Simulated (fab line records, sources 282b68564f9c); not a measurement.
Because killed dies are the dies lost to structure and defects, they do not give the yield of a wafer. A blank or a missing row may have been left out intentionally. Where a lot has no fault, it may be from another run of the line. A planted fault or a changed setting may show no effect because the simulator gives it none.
fab line records | flow rit-cmos
[record] lots = 7 | wafers = 21 | last-day = 7
route steps=202 shown REOX@98 NLDD@103 M1@202
lots that met no fault: from a run of the same line without faults
start-h: the number of hours between the record's first day and the start of the first shown wafer of the lot | wait-h: time in hours since the lot's previous step | " as in the row above | L1.1+2: a row that stands for several wafers | - value missing, or start not given | * or withheld: withheld | < > ~ a bound
route shown NAME@n: names a module that has steps shown in the file, with the first one's number in the route | usual: average and standard deviation across the fault-free wafers | same: alike in all rows | chamber/n: place in a boat | sites: per-site readings | _std_site: how widely they spread, as a standard deviation | _edge_site: outer sites' mean less inner sites' | radius-mm: how far each site lies from the wafer's centre | mask NAME#n: copy n | behind: the tool/chamber that last shaped the wafer | hold: the reason the lot was held/the length of the hold in hours/how it ended | device: the transistor (n, p or np) that didn't switch | end of line: the same wafers' tests at the end of the route | a step given without rows: its recipe and nothing more | killed: at the first sort, the dies lost to defects and structure; wafer yield is something else | map: a wafer's dies, x killed, . not, _ none there
set.NAME: the run value of the setting; set.NAME@STEP: its run value at that earlier step | model.NAME: the simulator's own value behind a step, which no gauge read
certain route steps with their lots: each step a table, each wafer a row
[[steps]]
[step RIT_REOX_CLEAN_00]
[recipe] chemistry = SC1 | mix = 3:3:50 | time-s = 600 | temp-c = 75
[step RIT_REOX_CLEAN_01]
[recipe] chemistry = dHF | dilution = 50:1 | time-s = 30
[step RIT_REOX_CLEAN_02]
[recipe] chemistry = SC2 | mix = 3:3:50 | time-s = 600 | temp-c = 75 | dry = n2-spin
[step RIT_REOX_OXIDATION_03]
[recipe] temp-c = 900 | ambient = O2 | target-thk-a = 252 | ox-time-s = 5580
[step RIT_REOX_THK_MEAS_04]
[recipe] reads = SiO2_of_REOX_OXIDATION_03
[usual] REOX_OXIDE_THK = 25.0/0.47
lot.wafer | tool          | chamber | start-h | wait-h | REOX_OXIDE_THK[nm]
L999.2    | film-metro-03 | -       | 62.34   | 0.0    | 24.7
L999.4    | "             | -       | "       | "      | 24.5
L999.6    | "             | -       | "       | "      | 24.8
L102.1    | film-metro-01 | -       | 79.12   | 0.0    | 25.0
L102.2    | "             | -       | "       | "      | 25.5
L102.6    | "             | -       | "       | "      | 25.6
L104.1    | film-metro-02 | -       | 86.28   | 0.0    | 25.0
L104.2    | "             | -       | "       | "      | 24.8
L104.5    | "             | -       | "       | "      | 25.1
L110.2    | film-metro-03 | -       | 106.74  | 0.0    | 25.4
L110.4    | "             | -       | "       | "      | 25.3
L110.6    | "             | -       | "       | "      | 25.6
L111.1    | film-metro-03 | -       | 112.09  | 0.0    | 25.0
L111.3    | "             | -       | "       | "      | 25.4
L111.5    | "             | -       | "       | "      | 24.6
L115.1    | film-metro-02 | -       | 132.08  | 0.0    | 25.0
L115.2    | "             | -       | "       | "      | 24.9
L115.5    | "             | -       | "       | "      | 25.0
L120.2    | film-metro-01 | -       | 159.68  | 0.0    | 25.1
L120.3    | "             | -       | "       | "      | 25.3
L120.4    | "             | -       | "       | "      | 25.2
[step RIT_NLDD_HMDS_00]
[recipe] prime-time-s = 60 | prime-temp-c = 140
[step RIT_NLDD_COAT_01]
[recipe] resist = NOVOLAK | spin-rpm = 3250 | resist-thk-nm = 1000
[step RIT_NLDD_SOFTBAKE_02]
[recipe] resist = NOVOLAK | temp-c = 90 | time-s = 60
[step RIT_NLDD_EXPOSE_03]
[recipe] mask-id = M7 | na = 0.57 | target-cd-nm = 40700 | dose-mj = 250
[step RIT_NLDD_PEB_04]
[recipe] resist = NOVOLAK | temp-c = withheld | time-s = withheld
[step RIT_NLDD_DEVELOP_05]
[recipe] resist = NOVOLAK | develop-time-s = 50 | dev-temp-c = 23
[step RIT_NLDD_OVL_MEAS_06]
[usual] NLDD_OVL = 1.5/1.3
lot.wafer | tool       | chamber | start-h | wait-h | NLDD_OVL[nm]
L999.2    | overlay-01 | -       | 63.37   | -      | 2.8
L999.4    | "          | -       | "       | "      | 3.0
L999.6    | "          | -       | "       | "      | 1.1
L102.1    | overlay-01 | -       | 80.51   | -      | 3.4
L102.2    | "          | -       | "       | "      | -0.3
L102.6    | "          | -       | "       | "      | 1.6
L104.1    | overlay-01 | -       | 87.40   | -      | 2.4
L104.2    | "          | -       | "       | "      | 1.3
L104.5    | "          | -       | "       | "      | 2.6
L110.2    | overlay-02 | -       | 107.98  | -      | 1.7
L110.4    | "          | -       | "       | "      | 1.1
L110.6    | "          | -       | "       | "      | -1.2
L111.1    | overlay-01 | -       | 113.06  | -      | -0.4
L111.3    | "          | -       | "       | "      | 2.3
L111.5    | "          | -       | "       | "      | 2.1
L115.1    | overlay-02 | -       | 133.12  | -      | 0.3
L115.2    | "          | -       | "       | "      | 0.8
L115.5    | "          | -       | "       | "      | 2.1
L120.2    | overlay-02 | -       | 160.58  | -      | -0.4
L120.3    | "          | -       | "       | "      | 0.2
L120.4    | "          | -       | "       | "      | 1.6
[step RIT_NLDD_HARDBAKE_07]
[recipe] resist = NOVOLAK | temp-c = 140 | time-s = 60
[usual] chill-plate-temp-C = 22.99/0.093 | heater-power-total-W = 62.54/0.046 | plate-temp-C = 140.02/0.13
lot.wafer | tool           | chamber | start-h | wait-h | chill-plate-temp-C | heater-power-total-W | plate-temp-C
L999.2    | litho-track-04 | 0       | 63.43   | 0.0    | 22.96              | 62.57                | 139.91
L999.4    | "              | 0       | "       | "      | 23.06              | 62.48                | 139.86
L999.6    | "              | 0       | "       | "      | 22.68              | 62.51                | 139.85
L102.1    | litho-track-03 | 0       | 80.55   | 0.0    | 22.97              | 62.52                | 139.94
L102.2    | "              | 0       | "       | "      | 23.12              | 62.55                | 140.02
L102.6    | "              | 0       | "       | "      | 23.07              | 62.55                | 139.87
L104.1    | litho-track-03 | 0       | 87.43   | 0.0    | 23.06              | 63.93                | 142.30
L104.2    | "              | 0       | "       | "      | 23.02              | 63.84                | 142.27
L104.5    | "              | 0       | "       | "      | 22.94              | 63.73                | 142.26
L110.2    | litho-track-03 | 0       | 108.03  | 0.0    | 22.91              | 63.82                | 142.33
L110.4    | "              | 0       | "       | "      | 22.93              | 63.86                | 142.17
L110.6    | "              | 0       | "       | "      | 22.89              | 63.80                | 142.11
L111.1    | litho-track-03 | 0       | 113.27  | 0.2    | 23.00              | 63.77                | 142.32
L111.3    | "              | 0       | "       | "      | 22.98              | 63.86                | 142.30
L111.5    | "              | 0       | "       | "      | 22.98              | 63.86                | 142.36
L115.1    | litho-track-04 | 0       | 133.16  | 0.0    | 22.94              | 62.54                | 139.96
L115.2    | "              | 0       | "       | "      | 22.78              | 62.56                | 139.95
L115.5    | "              | 0       | "       | "      | 23.14              | 62.52                | 139.98
L120.2    | litho-track-01 | 0       | 160.64  | 0.0    | 22.93              | 62.58                | 140.12
L120.3    | "              | 0       | "       | "      | 23.04              | 62.50                | 140.05
L120.4    | "              | 0       | "       | "      | 22.89              | 62.50                | 140.03
[step RIT_NLDD_IMPLANT_08]
[recipe] species = P | energy-kev = 20 | dose-cm2 = 5e+14 | tilt-deg = 7
[step RIT_M1_PROBE_99]
[usual] killed-at-contacts = 0.1/0.38 | killed-at-front-end = 7/3.2 | killed-dies = 7/3.2 | killed-open = 3.6/2.1 | killed-short = 3.5/2
[same] gross-dies = 264 | killed_at_M0_to_M3 = 0 | killed_at_M4_up = 0 | killed-at-back-side = 0 | killed-at-other = 0
lot.wafer | tool      | chamber | start-h | wait-h | killed-at-contacts | killed-at-front-end | killed-dies | killed-open | killed-short
L999.2    | prober-02 | -       | 80.40   | 0.1    | 1                  | 2                   | 3           | 1           | 2
L999.4    | prober-02 | -       | 80.50   | 0.2    | 0                  | 9                   | 9           | 5           | 4
L999.6    | prober-02 | -       | 80.60   | 0.2    | 1                  | 5                   | 6           | 3           | 3
L102.1    | prober-02 | -       | 97.04   | 0.1    | 0                  | 11                  | 11          | 8           | 3
L102.2    | prober-02 | -       | 97.09   | 0.1    | 0                  | 13                  | 13          | 5           | 8
L102.6    | prober-02 | -       | 97.29   | 0.2    | 0                  | 10                  | 10          | 5           | 5
L104.1    | prober-01 | -       | 103.83  | 0.1    | 0                  | 4                   | 4           | 3           | 1
L104.2    | prober-01 | -       | 103.88  | 0.1    | 0                  | 3                   | 3           | 1           | 2
L104.5    | prober-01 | -       | 104.03  | 0.2    | 0                  | 7                   | 7           | 6           | 1
L110.2    | prober-02 | -       | 123.71  | 0.1    | 0                  | 5                   | 5           | 2           | 3
L110.4    | prober-02 | -       | 123.81  | 0.2    | 0                  | 5                   | 5           | 2           | 3
L110.6    | prober-02 | -       | 123.91  | 0.2    | 0                  | 7                   | 7           | 4           | 3
L111.1    | prober-01 | -       | 128.78  | 0.1    | 0                  | 10                  | 10          | 8           | 2
L111.3    | prober-01 | -       | 128.88  | 0.2    | 0                  | 7                   | 7           | 2           | 5
L111.5    | prober-01 | -       | 128.98  | 0.2    | 0                  | 18                  | 18          | 10          | 8
L115.1    | prober-01 | -       | 149.27  | 0.1    | 0                  | 12                  | 12          | 4           | 8
L115.2    | prober-01 | -       | 149.32  | 0.1    | 0                  | 9                   | 9           | 4           | 5
L115.5    | prober-01 | -       | 149.47  | 0.2    | 0                  | 3                   | 3           | 3           | 0
L120.2    | prober-02 | -       | 176.36  | 0.1    | 0                  | 4                   | 4           | 2           | 2
L120.3    | prober-02 | -       | 176.41  | 0.2    | 0                  | 3                   | 3           | 2           | 1
L120.4    | prober-02 | -       | 176.46  | 0.2    | 0                  | 3                   | 3           | 3           | 0
// killed by level:class
L999.2 FOX2:geometric-particle:open=1 GATE:geometric-particle:short=1 CONTACT:geometric-particle:short=1
L999.4 REOX:geometric-particle:open=2 SPACER:geometric-particle:short=2 FOX1:geometric-particle:open=1 FOX2:geometric-particle:short=1 GATE:geometric-particle:open=1 GATE:geometric-particle:short=1 SILICIDE:geometric-particle:open=1
L999.6 SPACER:geometric-particle:open=2 SPACER:geometric-particle:short=1 SILICIDE:geometric-particle:open=1 SILICIDE:geometric-particle:short=1 CONTACT:geometric-particle:short=1
L102.1 GATE:geometric-particle:open=6 GATE:geometric-particle:short=2 FOX1:geometric-particle:open=1 SILICIDE:geometric-particle:open=1 SILICIDE:geometric-particle:short=1
L102.2 FOX1:geometric-particle:open=3 GATE:geometric-particle:short=3 REOX:geometric-particle:short=2 FOX1:geometric-particle:short=1 FOX2:geometric-particle:short=1 GATE:geometric-particle:open=1 SILICIDE:geometric-particle:open=1 SILICIDE:geometric-particle:short=1
L102.6 GATE:geometric-particle:short=3 GATE:geometric-particle:open=2 SILICIDE:geometric-particle:open=2 FOX2:geometric-particle:short=1 FOX2:geometric-particle:open=1 REOX:geometric-particle:short=1
L104.1 GATE:geometric-particle:open=3 GATE:geometric-particle:short=1
L104.2 GATE:geometric-particle:short=1 SPACER:geometric-particle:open=1 SILICIDE:geometric-particle:short=1
L104.5 REOX:geometric-particle:open=2 SILICIDE:geometric-particle:open=2 FOX1:geometric-particle:open=1 SPACER:geometric-particle:open=1 SILICIDE:geometric-particle:short=1
L110.2 SPACER:geometric-particle:short=2 GATE:geometric-particle:short=1 GATE:geometric-particle:open=1 SILICIDE:geometric-particle:open=1
L110.4 FOX1:geometric-particle:short=1 FOX2:geometric-particle:open=1 GATE:geometric-particle:open=1 GATE:geometric-particle:short=1 REOX:geometric-particle:short=1
L110.6 GATE:geometric-particle:open=2 GATE:geometric-particle:short=2 FOX1:geometric-particle:short=1 SPACER:geometric-particle:open=1 SILICIDE:geometric-particle:open=1
L111.1 GATE:geometric-particle:open=4 FOX1:geometric-particle:open=1 REOX:geometric-particle:open=1 SPACER:geometric-particle:open=1 SPACER:geometric-particle:short=1 SILICIDE:geometric-particle:short=1 SILICIDE:geometric-particle:open=1
L111.3 GATE:geometric-particle:short=3 REOX:geometric-particle:open=2 SPACER:geometric-particle:short=1 SILICIDE:geometric-particle:short=1
L111.5 REOX:geometric-particle:open=5 GATE:geometric-particle:open=4 REOX:geometric-particle:short=4 FOX1:geometric-particle:short=3 FOX1:geometric-particle:open=1 GATE:geometric-particle:short=1
L115.1 GATE:geometric-particle:short=4 FOX1:geometric-particle:short=2 GATE:geometric-particle:open=2 FOX2:geometric-particle:open=1 REOX:geometric-particle:short=1 SPACER:geometric-particle:short=1 SILICIDE:geometric-particle:open=1
L115.2 FOX1:geometric-particle:short=2 GATE:geometric-particle:short=2 GATE:geometric-particle:open=2 REOX:geometric-particle:open=1 SPACER:geometric-particle:open=1 SILICIDE:geometric-particle:short=1
L115.5 GATE:geometric-particle:open=1 REOX:geometric-particle:open=1 SPACER:geometric-particle:open=1
L120.2 FOX1:geometric-particle:open=1 FOX2:geometric-particle:short=1 GATE:geometric-particle:short=1 SPACER:geometric-particle:open=1
L120.3 FOX2:geometric-particle:open=1 GATE:geometric-particle:short=1 GATE:geometric-particle:open=1
L120.4 GATE:geometric-particle:open=2 FOX2:geometric-particle:open=1
[[key]]
[first-sign] step = RIT_NLDD_HARDBAKE_07 | reading = heater-power-total-W | direction = up | sigmas = 28 | usual = 62.54 | struck = 63.83
[effect] step = RIT_NLDD_HARDBAKE_07 | reading = plate-temp-C | direction = up | sigmas = 17 | usual = * | struck = *
met-at RIT_NLDD_HARDBAKE_07
struck-wafers L104.1,L104.2,L104.5,L110.2,L110.4,L110.6,L111.1,L111.3,L111.5
tester-left-out L104,L110,L111
onset-between 80.55 87.43
[fault] kind = process-parameter-drift | tool = litho-track-03 | chamber = - | onset-h = 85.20 | steps = RIT_NLDD_HARDBAKE_07 | channel = temp-c | offset = * | shape = step | end-h = 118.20 | acts-in = * | stated = *
// tester-left-out: of these lots the tester's yield and bins aren't shown, on N5 and GAA mostly nor the transistor test; their killed dies are dies lost to structure and defects alone, not to doping, threshold or leakage, so they don't give the yield
